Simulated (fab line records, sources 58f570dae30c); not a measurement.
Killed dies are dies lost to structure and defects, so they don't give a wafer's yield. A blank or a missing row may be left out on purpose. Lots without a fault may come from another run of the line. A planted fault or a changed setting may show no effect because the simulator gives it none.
A struck lot beside a sound one | flow berkeley_cmos170 | 14 steps out of a route of 331
Sound: wafers L903.1, L903.4, L903.6. Struck: wafers L915.3, L915.5, L915.6. The cause comes at the end.
At each step with rows: each side's tool, then ch and its chambers, then its first start. Under that, the readings that differ: sound wafers | struck wafers | difference of the means | sigmas: that difference in standard deviations of wafers without a fault.
alike: readings whose means differ by less than 2 such deviations, and words and numbers that are the same on both sides. not compared: withheld readings, readings that some wafer has no value for, bounds like >300 that may hide the same value, and numbers for which the record gives no deviation and whose values overlap.
The two part at a step that has a row with sigmas, a row that says differs or no value, or rows on one side only. Numbers that don't overlap but have no deviation are shown without sigmas and don't part them. A reading that every wafer of one side lacks parts them only if that side has two wafers or more.

first, 4 steps without rows for these wafers: UCB170_PVT_SOFTBAKE_02 (time 60 s); UCB170_PVT_EXPOSE_03 (exposes mask NWELL, target cd 3000 nm); UCB170_PVT_PEB_04; UCB170_PVT_DEVELOP_05 (develop time 45 s).
UCB170_PVT_OVL_MEAS_06:
  sound on overlay-01, day 7 20:07; struck on overlay-02, day 10 21:14
  alike: PVT_OVL
then, 1 step without rows for these wafers: UCB170_PVT_IMPLANT_07.
UCB170_PVT_STRIP_08: strips in O2.
  sound on plasma_asher-02 ch 0,1, day 7 20:18; struck on plasma_asher-02 ch 0,1, day 10 21:26
  reading                      | sound             | struck            | difference | sigmas
  strip_time_to_endpoint_s (s) | 21.66 21.63 21.68 | 21.51 21.55 21.54 | -0.12      | -2
  alike: drypump_motor_current_A, oes_product_au
  not compared: rf_hours_counter_h
UCB170_PVT_TW_MEAS_09:
  sound on film_metro-02, day 7 20:24; struck on film_metro-01, day 10 21:32
  alike: PVT_TW
then, 1 step without rows for these wafers: UCB170_GATE_WET_ETCH_00 (etches SiO2 in dHF, time 200 s).
UCB170_FIELD_THK_MEAS_91:
  sound on film_metro-03, day 7 20:32; struck on film_metro-03, day 10 21:43
  alike: FIELD_OXIDE_LEFT_2_THK
then, 1 step without rows for these wafers: UCB170_GATE_OXIDATION_01 (target thk 6.6 nm, ox time 1800 s).
UCB170_GATE_THK_MEAS_02:
  sound on film_metro-04, day 8 00:20; struck on film_metro-02, day 11 01:46
  alike: GATE_OXIDE_THK
UCB170_GATE_ANNEAL_03: time 1800 s.
  sound on furnace-01 ch 0, day 8 03:36; struck on furnace-02, day 11 05:05
  no value came back on the struck wafers for spike_tc_centre_C (C), spike_tc_load_C (C); on the sound wafers spike_tc_centre_C (C) reads 902.2 902.9 904.2
then, 1 step without rows for these wafers: UCB170_GATE_CVD_04 (deposits poly-Si from SiH4, time 1440 s, target thk 214 nm).

WHERE THEY PART
First at UCB170_PVT_STRIP_08; last, within this record, at UCB170_GATE_ANNEAL_03.

WHY: what the simulator had put in
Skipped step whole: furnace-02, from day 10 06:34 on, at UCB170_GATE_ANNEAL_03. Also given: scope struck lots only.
